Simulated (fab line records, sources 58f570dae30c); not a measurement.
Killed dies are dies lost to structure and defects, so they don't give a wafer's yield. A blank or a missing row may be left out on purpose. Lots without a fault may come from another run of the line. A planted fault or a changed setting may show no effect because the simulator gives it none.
fab line records | flow berkeley_cmos170
record lots=5 wafers=23
route steps=331 shown M3@322
start_h: hours from the record's first day to the start of the lot's first wafer shown | wait_h: hours since the lot's step before | " the same as in the row above | L1.1+2: a row that stands for several wafers | - no value, or no start given | * or withheld: withheld | < > ~ a bound
route shown NAME@n: a module of which the file shows steps, and the number in the route of the first | usual: mean/standard deviation of fault-free wafers | same: alike in all rows | chamber/n: place in a boat | sites: the reading at each site | _std_site: their standard deviation | _edge_site: outer sites' mean less inner sites' | radius_mm: how far each site lies from the wafer's centre | mask NAME#n: copy n | behind: the tool/chamber that last shaped the wafer | hold: why the lot was held/for how many hours/how that ended | device: the transistor (n, p or np) that didn't switch | end of line: the same wafers' tests at the end of the route | a step without rows: its recipe alone | killed: dies lost to structure and defects at the first sort, not the wafer's yield | map: a wafer's dies, x killed, . not, _ none there
set.NAME: the setting as run; set.NAME@STEP: as run at that earlier step | model.NAME: the simulator's own value behind a step, which no gauge read
lots whose settings were changed on purpose; a table a step, a row a wafer
## steps
# step UCB170_M3_PEB_13
# recipe peb_temp_c=130 peb_time_s=withheld resist=KrF
# columns lot.wafer tool chamber start_h wait_h set.peb_temp_c
L077.1+3 litho_track-04 0 177.09 0.5 131.2
L077.2+4+6 " 0 " " 130
L075.2+4+5 litho_track-03 0 180.92 0.1 132.6
L075.3+6 " 0 " " 130
L078.1+2+3+4+5 litho_track-04 0 181.02 0.1 130
L081.3+5+6 litho_track-01 0 205.54 0.3 130
L085.1+3+6 litho_track-01 0 238.66 0.8 131.4
L085.2+5 " 0 " " 130
# step UCB170_M3_DEVELOP_14
# recipe developer=TMAH develop_time_s=45 resist=KrF dev_temp_c=21
# step UCB170_M3_CD_MEAS_15
# recipe target_cd_nm=700
# usual cd_nm=700.5/1.2
# columns lot.wafer tool chamber start_h wait_h set.peb_temp_c@M3_PEB_13 cd_nm
L077.1 cd_sem-01 - 177.37 - 131.2 694.7
L077.2 " - " " 130 702.5
L077.3 " - " " 131.2 694.0
L077.4 " - " " 130 702.7
L077.6 " - " " 130 701.4
L075.2 cd_sem-01 - 181.19 - 132.6 685.8
L075.3 " - " " 130 701.5
L075.4 " - " " 132.6 685.9
L075.5 " - " " 132.6 686.0
L075.6 " - " " 130 701.4
L078.1 cd_sem-02 - 181.29 - 130 699.3
L078.2 " - " " 130 699.0
L078.3 " - " " 130 700.0
L078.4 " - " " 130 699.1
L078.5 " - " " 130 698.5
L081.3 cd_sem-02 - 205.81 - 130 700.9
L081.5 " - " " 130 701.3
L081.6 " - " " 130 700.6
L085.1 cd_sem-02 - 239.11 - 131.4 693.2
L085.2 " - " " 130 701.9
L085.3 " - " " 131.4 692.2
L085.5 " - " " 130 702.0
L085.6 " - " " 131.4 692.5
# step UCB170_M3_ETCH_17
# recipe chemistry=N2/H2 target_depth_a=withheld overetch_a=withheld target=BARC time_s=withheld source_w=500 bias_w=100 pressure_mtorr=30 n2_flow_sccm=100 h2_flow_sccm=200
# columns lot.wafer tool chamber start_h wait_h set.peb_temp_c@M3_PEB_13 model.M3.cd_nm
L077.1 rie_diel-04 3 177.52 0.0 131.2 695.5
L077.2+4 " 1 " " 130 702.5
L077.3 " 3 " " 131.2 694.7
L077.6 " 1 " " 130 701.5
L075.2 rie_diel-03 0 181.33 0.0 132.6 685.5
L075.3 " 3 " " 130 700.4
L075.4 " 1 " " 132.6 686.3
L075.5 " 1 " " 132.6 686.2
L075.6 " 0 " " 130 700.5
L078.1 rie_diel-02 0 181.45 0.0 130 698.5
L078.2 " 1 " " 130 697.9
L078.3 " 3 " " 130 699.7
L078.4 " 2 " " 130 699
L078.5 " 2 " " 130 698.7
L081.3 rie_diel-02 0 205.92 0.0 130 700.3
L081.5 " 0 " " 130 700.8
L081.6 " 3 " " 130 701.2
L085.1 rie_diel-02 3 239.27 0.0 131.4 693.6
L085.2 " 2 " " 130 701.6
L085.3 " 1 " " 131.4 692.6
L085.5 " 1 " " 130 701.8
L085.6 " 0 " " 131.4 692.3
# step UCB170_M3_METAL_ETCH_18
# recipe chemistry=Cl2/BCl3 target=Al stop_on=SiO2 pressure_mtorr=12 target_depth_a=11700 over_etch_frac=0.3 time_s=195 icp_w=600 bias_w=120 Cl2_flow_sccm=90 bcl3_flow_sccm=45
# columns lot.wafer tool chamber start_h wait_h set.over_etch_frac set.peb_temp_c@M3_PEB_13 model.M3.cd_nm
L077.1 rie_metal-02 1 177.59 - 0.3373 131.2 695.4
L077.2 " 0 " " 0.3 130 703
L077.3 " 0 " " 0.3 131.2 696.2
L077.4 " 1 " " 0.3373 130 702
L077.6 " 1 " " 0.3373 130 702.1
L075.2 rie_metal-02 0 181.37 - 0.3 132.6 685.3
L075.3 " 1 " " 0.3 130 701.2
L075.4 " 0 " " 0.3 132.6 686.4
L075.5 " 1 " " 0.3327 132.6 685.7
L075.6 " 0 " " 0.3327 130 699.4
L078.1 rie_metal-03 0 181.49 - 0.3 130 695
L078.2 " 1 " " 0.3 130 696.6
L078.3 " 0 " " 0.3 130 697.4
L078.4 " 1 " " 0.3 130 698.8
L078.5 " 0 " " 0.3 130 695.9
L081.3 rie_metal-02 0 206.03 - 0.3 130 700.1
L081.5 " 1 " " 0.3 130 700.7
L081.6 " 0 " " 0.3 130 702.8
L085.1 rie_metal-02 0 239.31 - 0.3 131.4 695.2
L085.2 " 1 " " 0.3 130 700.2
L085.3 " 1 " " 0.3 131.4 691.1
L085.5 " 0 " " 0.3 130 702.5
L085.6 " 1 " " 0.3 131.4 692.2
# step UCB170_M3_STRIP_19
# recipe chemistry=O2 power_w=400 pressure_mtorr=3500 platen_temp_c=withheld o2_flow_sccm=400 overash_fraction=0.5
# step UCB170_M3_CD_MEAS_90
# recipe target_cd_nm=700
# usual cd_nm=699.9/2.5
# columns lot.wafer tool chamber start_h wait_h set.peb_temp_c@M3_PEB_13 cd_nm
L077.1 cd_sem-01 - 177.87 0.1 131.2 695.3
L077.2 " - " " 130 702.9
L077.3 " - " " 131.2 696.4
L077.4 " - " " 130 701.9
L077.6 " - " " 130 702.0
L075.2 cd_sem-01 - 181.68 0.1 132.6 685.1
L075.3 " - " " 130 701.7
L075.4 " - " " 132.6 686.7
L075.5 " - " " 132.6 685.9
L075.6 " - " " 130 699.4
L078.1 cd_sem-02 - 181.78 0.1 130 694.9
L078.2 " - " " 130 696.7
L078.3 " - " " 130 697.7
L078.4 " - " " 130 698.7
L078.5 " - " " 130 696.4
L081.3 cd_sem-01 - 206.29 0.1 130 699.9
L081.5 " - " " 130 700.6
L081.6 " - " " 130 702.7
L085.1 cd_sem-02 - 239.66 0.1 131.4 695.2
L085.2 " - " " 130 700.1
L085.3 " - " " 131.4 691.1
L085.5 " - " " 130 702.4
L085.6 " - " " 131.4 692.0
## key
split step=UCB170_M3_PEB_13 setting=peb_temp_c stated=130 by=wafer
response step=UCB170_M3_CD_MEAS_15 reading=cd_nm change=-8.05 per=1% r=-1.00
response step=UCB170_M3_ETCH_17 reading=model.M3.cd_nm change=-7.48 per=1% r=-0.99
response step=UCB170_M3_METAL_ETCH_18 reading=model.M3.cd_nm change=-7.36 per=1% r=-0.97
response step=UCB170_M3_CD_MEAS_90 reading=cd_nm change=-7.4 per=1% r=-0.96
split step=UCB170_M3_METAL_ETCH_18 setting=over_etch_frac stated=0.3 by=wafer
response none clear
